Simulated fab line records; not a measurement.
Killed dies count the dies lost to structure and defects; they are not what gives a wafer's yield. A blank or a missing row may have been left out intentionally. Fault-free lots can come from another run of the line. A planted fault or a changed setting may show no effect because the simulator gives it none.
fab line records | flow berkeleyCmos170
[record] lots = 14 wafers = 42 lastDay = 13
route steps=331 shown NWELL@28 BACKSIDE@202 CONTACT@233 M2@291
lots that met no fault: from a run of the same line without faults
startH: the number of hours between the record's first day and the start of the first shown wafer of the lot | waitH: hours since the lot's step before | " unchanged from the row above | L1.1+2: a row that stands for several wafers | - no value, or no start given | * or withheld: withheld | < > ~ a bound
route shown NAME@n: names a module that has steps shown in the file, with the first one's number in the route | usual: mean and standard deviation over wafers with no fault | same: alike in all rows | chamber/n: place in a boat | sites: readings site by site | _std_site: standard deviation of those values | _edge_site: the outer-site mean with the inner-site mean subtracted | radiusMm: for every site, how far away it sits from the centre of the wafer | mask NAME#n: copy n | behind: the last tool/chamber to shape the wafer | hold: reason for holding the lot/hours on hold/outcome of the hold | device: transistor that didn't switch, given as n, p or np | end of line: the route-end tests of the same wafers | where a step has no rows: the recipe by itself | killed: dies lost to structure and defects at the first sort, not the wafer's yield | map: a wafer's dies, x killed, . not, _ none there
set.NAME: setting as actually run; set.NAME@STEP: the setting as run at that earlier step | model.NAME: the simulator's own value behind a step, which no gauge read
one table for each step of the route and one row for each wafer, over a sample of lots
services: the hour from which a tool's chamber was out of use, counted from the record's first day as startH (under 0 if before that day), plus the number of hours and why
[[steps]]
[step UCB170_NWELL_IMPLANT_14]
[recipe] species = P doseCm2 = 1e+13 energyKev = 150 tiltDeg = 7
[usual] doseIonsCm2 = 1.0001e+13/9.9e+09 faradayCurrentUA = 31.7/0.67
// columns lot.wafer tool chamber startH waitH doseIonsCm2 faradayCurrentUA
L399.2 implanter-02 0 30.89 0.1 1.0019e+13 32.0
L399.4 " 0 " " 9.989e+12 33.1
L399.5 " 0 " " 1.0001e+13 31.6
L400.1 implanter-01 0 42.93 0.1 1.0016e+13 32.7
L400.2 " 0 " " 1e+13 31.8
L400.6 " 0 " " 1.0013e+13 33.0
L401.1 implanter-02 0 49.08 0.1 9.997e+12 31.9
L401.3 " 0 " " 1.0001e+13 32.1
L401.4 " 0 " " 9.998e+12 30.9
L402.1 implanter-01 0 53.69 0.1 9.993e+12 32.4
L402.2 " 0 " " 9.986e+12 33.3
L402.3 " 0 " " 9.998e+12 31.9
L403.1 implanter-01 0 61.44 0.1 9.991e+12 31.4
L403.4 " 0 " " 9.996e+12 32.5
L403.5 " 0 " " 1.0006e+13 31.7
L404.1 implanter-03 0 62.17 0.1 1.0004e+13 31.7
L404.3 " 0 " " 1.0009e+13 30.9
L404.5 " 0 " " 1.0005e+13 32.4
L407.2 implanter-02 0 78.85 0.1 1.0009e+13 33.0
L407.4 " 0 " " 9.992e+12 31.3
L407.6 " 0 " " 1.0022e+13 31.6
L409.3 implanter-03 0 84.18 0.1 1.1607e+13 37.7
L409.4 " 0 " " 1.1604e+13 36.3
L409.6 " 0 " " 1.1602e+13 36.5
L411.1 implanter-03 0 101.22 0.1 1.1611e+13 36.2
L411.4 " 0 " " 1.1601e+13 36.5
L411.6 " 0 " " 1.1599e+13 38.0
L415.3 implanter-02 0 115.34 0.1 9.989e+12 31.4
L415.5 " 0 " " 9.994e+12 31.5
L415.6 " 0 " " 1e+13 31.8
L417.1 implanter-02 0 123.51 0.1 9.998e+12 31.0
L417.4 " 0 " " 9.996e+12 31.2
L417.5 " 0 " " 9.994e+12 31.7
L419.1 implanter-01 0 138.46 0.1 1.0005e+13 31.1
L419.3 " 0 " " 1.0007e+13 31.5
L419.6 " 0 " " 1.0003e+13 31.1
L420.3 implanter-01 0 144.22 0.1 9.993e+12 31.6
L420.4 " 0 " " 9.993e+12 31.2
L420.6 " 0 " " 9.981e+12 32.8
L422.3 implanter-03 0 155.70 0.1 1.0004e+13 31.7
L422.4 " 0 " " 9.995e+12 32.2
L422.6 " 0 " " 9.988e+12 31.0
[step UCB170_NWELL_TW_MEAS_16]
[usual] NWELL_TW = 1248/12
// columns lot.wafer tool chamber startH waitH NWELL_TW
L399.2 filmMetro-03 - 31.13 0.1 1263
L399.4 " - " " 1263
L399.5 " - " " 1262
L400.1 filmMetro-01 - 43.18 0.1 1233
L400.2 " - " " 1246
L400.6 " - " " 1246
L401.1 filmMetro-01 - 49.33 0.1 1244
L401.3 " - " " 1238
L401.4 " - " " 1241
L402.1 filmMetro-02 - 53.94 0.1 1234
L402.2 " - " " 1238
L402.3 " - " " 1235
L403.1 filmMetro-01 - 61.69 0.1 1238
L403.4 " - " " 1247
L403.5 " - " " 1246
L404.1 filmMetro-01 - 62.42 0.1 1246
L404.3 " - " " 1235
L404.5 " - " " 1242
L407.2 filmMetro-01 - 79.09 0.1 1231
L407.4 " - " " 1244
L407.6 " - " " 1243
L409.3 filmMetro-01 - 84.40 0.1 1303
L409.4 " - " " 1301
L409.6 " - " " 1304
L411.1 filmMetro-03 - 101.47 0.1 1325
L411.4 " - " " 1330
L411.6 " - " " 1319
L415.3 filmMetro-01 - 115.56 0.1 1244
L415.5 " - " " 1245
L415.6 " - " " 1240
L417.1 filmMetro-01 - 123.76 0.1 1243
L417.4 " - " " 1251
L417.5 " - " " 1236
L419.1 filmMetro-03 - 138.71 0.1 1257
L419.3 " - " " 1258
L419.6 " - " " 1268
L420.3 filmMetro-03 - 144.44 0.1 1265
L420.4 " - " " 1271
L420.6 " - " " 1266
L422.3 filmMetro-02 - 155.92 0.1 1233
L422.4 " - " " 1236
L422.6 " - " " 1231
[step UCB170_BACKSIDE_STRIP_03]
[recipe] chemistry = O2 powerW = 400 pressureMtorr = 3500 platenTempC = withheld o2FlowSccm = 400 overashFraction = 0.5
[usual] drypumpMotorCurrentA = 6.0/0.34 o2FlowSccm = 400.1/1.1 oesProductAu = 0.734/0.0042 stripTimeToEndpointS = 21.99/0.061
// columns lot.wafer tool chamber startH waitH drypumpMotorCurrentA o2FlowSccm oesProductAu rfHoursCounterH stripTimeToEndpointS
L399.2 plasmaAsher-01 0 152.48 0.1 6.1 399.4 0.732 45 21.87
L399.4 " 1 " " 6.2 398.0 0.730 - 21.90
L399.5 " 0 " " 6.1 399.7 0.730 - 21.85
L400.1 plasmaAsher-03 0 172.48 0.1 5.8 400.3 0.729 48 22.01
L400.2 " 1 " " 5.3 400.5 0.733 48 21.97
L400.6 " 0 " " 5.8 400.6 0.736 - 21.89
L401.1 plasmaAsher-02 0 180.05 0.1 6.3 399.9 0.732 7 22.08
L401.3 " 0 " " 6.3 400.8 0.736 - 22.06
L401.4 " 1 " " 6.2 399.1 0.734 - 22.04
L404.1 plasmaAsher-03 0 180.29 0.1 5.8 399.6 0.739 48 21.91
L404.3 " 0 " " 5.8 401.1 0.733 - 22.01
L404.5 " 1 " " 5.3 400.3 0.735 - 22.00
L402.1 plasmaAsher-01 0 180.48 0.1 6.1 399.9 0.733 49 21.91
L402.2 " 1 " " 6.2 401.6 0.729 49 21.88
L402.3 " 0 " " 6.1 398.6 0.731 - 21.98
L403.1 plasmaAsher-02 0 180.59 0.1 6.3 399.1 0.736 7 21.91
L403.4 " 1 " " 6.3 400.7 0.736 - 21.90
L403.5 " 0 " " 6.3 399.0 0.738 - 21.98
L407.2 plasmaAsher-01 1 207.66 0.1 6.2 399.5 0.735 51 22.00
L407.4 " 0 " " 6.0 399.8 0.733 - 22.03
L407.6 " 0 " " 6.1 399.5 0.733 - 21.96
L409.3 plasmaAsher-01 0 208.65 0.1 6.1 399.0 0.740 - 22.05
L409.4 " 1 " " 6.2 400.2 0.739 - 22.09
L409.6 " 0 " " 6.1 400.2 0.735 - 22.12
L411.1 plasmaAsher-01 0 230.27 0.1 6.0 400.6 0.737 54 22.01
L411.4 " 1 " " 6.3 399.1 0.742 - 21.97
L411.6 " 0 " " 6.1 400.4 0.736 - 21.97
L415.3 plasmaAsher-02 1 237.12 0.1 6.3 398.8 0.733 - 22.03
L415.5 " 1 " " 6.3 399.2 0.732 - 21.96
L415.6 " 0 " " 6.3 400.5 0.730 - 22.05
L417.1 plasmaAsher-02 1 253.48 0.1 6.3 399.8 0.733 15 21.99
L417.4 " 1 " " 6.3 400.2 0.736 - 22.10
L417.5 " 0 " " 6.3 400.2 0.733 - 22.02
L420.3 plasmaAsher-03 0 264.73 0.1 5.8 399.8 0.739 - 22.07
L420.4 " 1 " " 5.3 398.7 0.732 - 22.05
L420.6 " 0 " " 5.8 400.1 0.726 - 22.06
L419.1 plasmaAsher-03 1 264.99 0.1 5.2 402.0 0.718 58 22.03
L419.3 " 0 " " 5.9 399.5 0.734 - 22.02
L419.6 " 1 " " 5.3 400.9 0.732 - 21.95
L422.3 plasmaAsher-02 0 284.70 0.1 6.3 400.9 0.732 - 22.05
L422.4 " 1 " " 6.3 400.2 0.734 - 21.96
L422.6 " 0 " " 6.3 400.0 0.729 - 21.98
[step UCB170_CONTACT_ETCH_17]
[recipe] chemistry = N2/H2 targetDepthA = withheld overetchA = withheld target = BARC timeS = withheld sourceW = 500 biasW = 100 pressureMtorr = 30 n2FlowSccm = 100 h2FlowSccm = 200
[usual] drypumpMotorCurrentA = 5.60/0.27 oesProductAu = 1.013/0.026 throttleValvePct = 13.24/0.22
// columns lot.wafer tool chamber startH waitH drypumpMotorCurrentA oesProductAu throttleValvePct
L399.2 rieDiel-03 0 159.14 0.0 5.33 0.991 13.17
L399.4 " 2 " " 5.85 1.005 13.45
L399.5 " 2 " " 5.87 1.004 13.46
L400.1 rieDiel-03 3 177.67 0.0 5.73 1.045 12.81
L400.2 " 1 " " 5.21 1.055 13.66
L400.6 " 2 " " 5.88 1.003 13.47
L401.1 rieDiel-04 3 185.11 0.0 5.22 1.020 13.32
L401.3 " 0 " " 5.45 0.987 13.22
L401.4 " 2 " " 5.15 1.025 13.43
L404.1 rieDiel-04 3 187.07 0.0 5.23 1.016 13.30
L404.3 " 1 " " 5.75 0.949 13.36
L404.5 " 0 " " 5.45 0.993 13.23
L403.1 rieDiel-03 3 187.31 0.0 5.74 1.061 12.80
L403.4 " 0 " " 5.33 1.010 13.16
L403.5 " 3 " " 5.73 1.061 12.81
L402.1 rieDiel-02 1 187.55 0.0 5.91 1.008 13.04
L402.2 " 2 " " 5.65 1.014 13.20
L402.3 " 0 " " 5.66 1.007 13.20
L407.2 rieDiel-02 0 215.47 0.0 5.63 1.025 13.19
L407.4 " 1 " " 5.90 1.001 13.03
L407.6 " 1 " " 5.90 1.014 13.04
L409.3 rieDiel-04 0 215.71 0.0 5.42 0.989 13.23
L409.4 " 3 " " 5.24 1.023 13.31
L409.6 " 3 " " 5.24 1.033 13.30
L411.1 rieDiel-04 1 236.27 0.0 5.71 0.947 13.36
L411.4 " 0 " " 5.41 0.997 13.24
L411.6 " 2 " " 5.14 1.000 13.34
L415.3 rieDiel-02 1 243.01 0.0 5.89 1.011 13.04
L415.5 " 2 " " 5.65 1.017 13.22
L415.6 " 3 " " 5.93 1.018 13.18
L417.1 rieDiel-03 0 258.68 0.0 5.35 1.001 13.17
L417.4 " 0 " " 5.35 0.997 13.17
L417.5 " 3 " " 5.71 1.045 12.81
L419.1 rieDiel-03 3 272.34 0.0 5.73 1.047 12.81
L419.3 " 2 " " 5.89 1.001 13.44
L419.6 " 2 " " 5.89 1.013 13.46
L420.3 rieDiel-02 2 272.36 0.0 5.69 1.008 13.21
L420.4 " 1 " " 5.90 1.021 13.04
L420.6 " 3 " " 5.93 0.993 13.28
L422.3 rieDiel-02 0 292.12 0.0 5.64 1.030 13.22
L422.4 " 2 " " 5.68 1.019 13.21
L422.6 " 1 " " 5.88 1.009 13.05
[step UCB170_M2_CD_MEAS_90]
[recipe] targetCdNm = 700
[usual] cdNm = 700/3.7
// columns lot.wafer tool chamber startH waitH cdNm
L399.2 cdSem-02 - 171.88 0.1 707
L399.4 " - " " 702
L399.5 " - " " 697
L400.1 cdSem-01 - 186.44 0.1 707
L400.2 " - " " 701
L400.6 " - " " 704
L401.1 cdSem-02 - 194.33 0.1 703
L401.3 " - " " 698
L401.4 " - " " 698
L404.1 cdSem-02 - 198.80 0.1 702
L404.3 " - " " 701
L404.5 " - " " 699
L402.1 cdSem-01 - 199.52 0.1 704
L402.2 " - " " 699
L402.3 " - " " 696
L403.1 cdSem-01 - 200.00 0.1 695
L403.4 " - " " 701
L403.5 " - " " 698
L407.2 cdSem-02 - 228.94 0.1 698
L407.4 " - " " 700
L407.6 " - " " 707
L409.3 cdSem-02 - 229.33 0.1 704
L409.4 " - " " 698
L409.6 " - " " 701
L411.1 cdSem-01 - 244.82 0.1 696
L411.4 " - " " 701
L411.6 " - " " 693
L415.3 cdSem-01 - 255.70 0.1 704
L415.5 " - " " 699
L415.6 " - " " 700
L417.1 cdSem-02 - 269.13 0.1 704
L417.4 " - " " 699
L417.5 " - " " 702
L420.3 cdSem-02 - 284.99 0.1 702
L420.4 " - " " 700
L420.6 " - " " 701
L419.1 cdSem-01 - 285.92 0.1 702
L419.3 " - " " 700
L419.6 " - " " 699
L422.3 cdSem-01 - 302.80 0.1 704
L422.4 " - " " 703
L422.6 " - " " 701
[[services]]
// columns tool chamber startH hours kind
rieDiel-02 0 26.42 1.3 repair
implanter-02 - 50.69 3.0 repair
implanter-02 - 53.71 11.9 pm
plasmaAsher-02 - 56.31 1.3 repair
rieDiel-03 3 64.93 1.5 repair
rieDiel-02 0 70.07 4.1 repair
implanter-02 - 71.55 4.2 repair
implanter-02 - 102.04 8.6 repair
rieDiel-02 1 104.22 5.6 repair
rieDiel-02 - 105.07 2.8 pm
plasmaAsher-02 - 108.75 9.0 pm
implanter-01 - 115.61 3.5 repair
implanter-01 - 123.05 0.6 repair
rieDiel-03 - 125.90 4.3 pm
rieDiel-03 0 132.26 15.3 repair
rieDiel-03 2 171.10 1.7 repair
rieDiel-03 0 171.56 7.7 repair
implanter-01 - 172.21 1.2 repair
implanter-02 - 175.26 7.8 repair
rieDiel-03 3 192.52 10.9 repair
plasmaAsher-01 - 239.62 2.4 repair
implanter-02 - 244.64 2.1 repair
implanter-01 - 249.07 1.7 repair
rieDiel-03 1 251.21 32.0 repair
[[key]]
[firstSign] step = UCB170_NWELL_IMPLANT_14 reading = doseIonsCm2 direction = up sigmas = 99+ usual = 1.0001e+13 struck = 1.1604e+13
[effect] step = UCB170_NWELL_IMPLANT_14 reading = faradayCurrentUA direction = up sigmas = 7.6 usual = 31.7 struck = 36.9
[effect] step = UCB170_NWELL_TW_MEAS_16 reading = NWELL_TW direction = up sigmas = 5.4 usual = 1248 struck = 1314
metAt UCB170_NWELL_IMPLANT_14
struckLots L409,L411
sortLeftOut L409.3,L409.4,L409.6
testerLeftOut L409,L411
notActingAt UCB170_BACKSIDE_STRIP_03,UCB170_CONTACT_ETCH_17,UCB170_M2_CD_MEAS_90
onsetBetween 62.17 84.18
[fault] kind = processParameterDrift tool = implanter-03 chamber = - onsetH = 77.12 steps = UCB170_NWELL_IMPLANT_14 channel = doseCm2 offset = 1.6e+12 shape = step endH = 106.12 actsIn = theseRecipesOnly stated = 1e+13
// testerLeftOut: of these lots the tester's yield and bins aren't shown, on N5 and GAA mostly nor the transistor test; their killed dies are dies lost to structure and defects alone, not to doping, threshold or leakage, so they don't give the yield
// sortLeftOut: the simulated sort isn't trusted on such a fault, so these wafers' sort isn't shown, and their yield isn't known
